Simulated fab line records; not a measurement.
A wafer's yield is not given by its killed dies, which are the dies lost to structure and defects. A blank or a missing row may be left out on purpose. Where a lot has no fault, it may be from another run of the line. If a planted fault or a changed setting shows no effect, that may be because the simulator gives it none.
Which tool was responsible?    flow berkeley cmos170    48 wafers from 16 lots sampled at 5 of the route's 331 steps

## WHAT EACH GAUGE READ, for each wafer
UCB170_PSD_CD_MEAS_06: the cd target is 1200 nm.
lot   measured      on         cd nm (nm)
L241  day 7 14:13   cd sem-02  1199.5 1200.5 1199.6
L239  day 7 13:58   cd sem-01  1202.0 1202.2 1200.7
L242  day 7 14:52   cd sem-01  1200.0 1198.8 1198.9
L243  day 7 18:55   cd sem-01  1197.5 1197.8 1199.0
L240  day 7 18:56   cd sem-02  1199.7 1199.1 1199.3
L246  day 8 17:46   cd sem-01  1198.3 1197.6 1198.5
L244  day 8 18:19   cd sem-01  1200.5 1200.5 1200.0
L245  day 8 17:53   cd sem-01  1200.0 1199.9 1200.5
L247  day 9 05:09   cd sem-02  1201.6 1202.8 1200.0
L248  day 9 05:18   cd sem-01  1202.6 1203.1 1202.0
L250  day 9 15:40   cd sem-01  1199.5 1198.9 1199.1
L256  day 11 02:50  cd sem-02  1202.5 1201.1 1201.0
L257  day 11 03:06  cd sem-01  1199.3 1199.6 1199.8
L259  day 11 09:06  cd sem-01  1201.1 1201.5 1201.1
L260  day 12 00:41  cd sem-02  1198.8 1199.0 1198.7
L261  day 12 00:50  cd sem-01  1197.5 1196.9 1195.4

UCB170_PSD_TW_MEAS_10.
lot   measured      on             PSD_TW
L241  day 7 14:37   film metro-03  2341 2344 2335
L239  day 7 14:21   film metro-01  2336 2331 2330
L242  day 7 15:17   film metro-02  2316 2332 2323
L243  day 7 19:26   film metro-01  2354 2346 2349
L240  day 7 19:29   film metro-01  2328 2336 2333
L246  day 8 18:10   film metro-01  2347 2351 2343
L244  day 8 18:42   film metro-01  2353 2356 2339
L245  day 8 18:17   film metro-01  2347 2338 2345
L247  day 9 05:33   film metro-02  2322 2316 2327
L248  day 9 05:43   film metro-01  2335 2347 2346
L250  day 9 16:04   film metro-01  2348 2353 2349
L256  day 11 03:14  film metro-01  2348 2346 2354
L257  day 11 03:31  film metro-02  2308 2308 2303
L259  day 11 09:31  film metro-02  2311 2314 2308
L260  day 12 01:06  film metro-03  2320 2324 2322
L261  day 12 01:14  film metro-01  2346 2352 2346

UCB170_CONTACT_OVL_MEAS_16.
lot   measured      on          CONTACT_OVL (nm)
L241  day 7 23:26   overlay-02  8 10 9
L239  day 7 22:41   overlay-02  11 10 0
L242  day 8 00:45   overlay-01  1 -4 2
L243  day 8 03:56   overlay-01  6 11 16
L240  day 8 03:32   overlay-02  -5 0 4
L246  day 9 02:50   overlay-01  5 -9 -1
L244  day 9 05:18   overlay-01  260 266 260
L245  day 9 03:19   overlay-02  256 255 255
L247  day 9 13:02   overlay-01  249 269 261
L248  day 9 13:55   overlay-01  -12 -3 -6
L250  day 10 01:25  overlay-02  259 262 255
L256  day 11 11:37  overlay-01  3 -1 -5
L257  day 11 11:58  overlay-01  -4 -21 -7
L259  day 11 18:37  overlay-02  -7 -16 -10
L260  day 12 11:14  overlay-01  -13 -16 -10
L261  day 12 10:18  overlay-02  -1 -11 0

## TOOL THAT RAN EACH LOT (tool first, then ch and the chambers of the sampled wafers, then the start)
lot   UCB170_GATE_ETCH_14                 UCB170_CONTACT_EXPOSE_12
L241  rie diel-03 ch 0,2,3, day 7 00:22   krf scanner-01 ch 0, day 7 22:56
L239  rie diel-01 ch 2,3, day 7 00:42     krf scanner-01 ch 0, day 7 22:05
L242  rie diel-02 ch 1,2, day 7 06:45     krf scanner-02 ch 0, day 8 00:14
L243  rie diel-03 ch 0,2,3, day 7 07:01   krf scanner-01 ch 0, day 8 03:16
L240  rie diel-02 ch 0,1,2, day 7 07:05   krf scanner-02 ch 0, day 8 03:02
L246  rie diel-01 ch 2,3, day 8 04:23     krf scanner-02 ch 0, day 9 02:20
L244  rie diel-02 ch 0,2, day 8 04:35     krf scanner-01 ch 0, day 9 04:37
L245  rie diel-01 ch 1,2,3, day 8 04:50   krf scanner-01 ch 0, day 9 02:49
L247  rie diel-02 ch 0,1,2, day 8 15:53   krf scanner-01 ch 0, day 9 12:32
L248  rie diel-03 ch 0,2,3, day 8 16:10   krf scanner-02 ch 0, day 9 13:12
L250  rie diel-02 ch 0,3, day 9 05:34     krf scanner-01 ch 0, day 10 00:55
L256  rie diel-03 ch 2,3, day 10 13:43    krf scanner-02 ch 0, day 11 11:03
L257  rie diel-03 ch 0,1,3, day 10 13:58  krf scanner-02 ch 0, day 11 11:13
L259  rie diel-03 ch 0,1,3, day 10 22:12  krf scanner-02 ch 0, day 11 18:06
L260  rie diel-01 ch 0,1,2, day 11 12:19  krf scanner-02 ch 0, day 12 10:43
L261  rie diel-02 ch 0,2,3, day 11 12:32  krf scanner-02 ch 0, day 12 09:48
- UCB170_GATE_ETCH_14: etches BARC in N2/H2.
- UCB170_CONTACT_EXPOSE_12: exposes mask CONT, target cd 700 nm.

## AS READ BY THE TOOLS THEMSELVES (means over the sampled wafers that have a number; for cases with no such wafer, the mark the record gives instead)
UCB170_GATE_ETCH_14.
lot   tool         drypump motor current A (A)  h2 flow sccm (sccm)  oes product au (a.u.)  throttle valve pct (%)
L241  rie diel-03  5.9                          200.2                1.004                  13.32
L239  rie diel-01  5.9                          199.6                0.989                  13.57
L242  rie diel-02  5.4                          200.7                0.985                  13.33
L243  rie diel-03  6.0                          200.4                0.995                  13.32
L240  rie diel-02  5.8                          200.1                0.996                  13.32
L246  rie diel-01  5.8                          200.1                0.978                  13.64
L244  rie diel-02  6.2                          200.1                1.002                  13.30
L245  rie diel-01  5.6                          199.9                1.003                  13.48
L247  rie diel-02  5.8                          200.2                0.988                  13.31
L248  rie diel-03  5.9                          200.8                1.003                  13.32
L250  rie diel-02  6.5                          200.8                0.991                  13.23
L256  rie diel-03  6.2                          200.2                1.011                  13.42
L257  rie diel-03  6.2                          199.9                0.994                  13.50
L259  rie diel-03  6.3                          200.2                0.997                  13.50
L260  rie diel-01  5.3                          199.9                0.999                  13.42
L261  rie diel-02  5.9                          199.7                0.995                  13.42

## THE ANSWER, worked out from the rows above alone
Rule: usual is defined by the lots themselves. Put in order of their means at a reading, lots are off if they are a third of the lots or fewer, leave a main group of 4 or more, and stand apart from it by a gap of 3 or more times the standard deviation of the main group's means; of several such gaps the widest counts. Not used: any main group whose means are identical at the precision the tables above print for the reading. Also off: a lot with no number at a reading for which 4 or more lots have one. Where the step has rows for the other lots, those lots are counted as sound. After the gauges, taken in route order, come the tools' own readings; for these a lot's mean is taken, as printed above. At the first step where some lot is off, the reading lying furthest off is the one used; lots without a number count as furthest.
Off: L244, L245, L247, L250, seen at UCB170_CONTACT_OVL_MEAS_16 (CONTACT_OVL). Main group: mean -2 nm, sd 7.5.
If a tool, at a process step before that reading, ran all the lots that are off and no sound lot after the first of them, it fits. The gauges at UCB170_CONTACT_OVL_MEAS_16 are tried like those tools. One fits: krf scanner-01 at UCB170_CONTACT_EXPOSE_12. Its last sound lot is L243 (day 8 03:16), its first lot that is off L245 (day 9 02:49): a fault that began between those two fits.

## WHAT WAS PUT IN BY THE SIMULATOR
Scanner matching overlay: krf scanner-01, from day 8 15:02 on, at UCB170_CONTACT_EXPOSE_12. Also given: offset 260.
Shown lots that were struck: L245, L244, L247, L250. The rule above found the same.
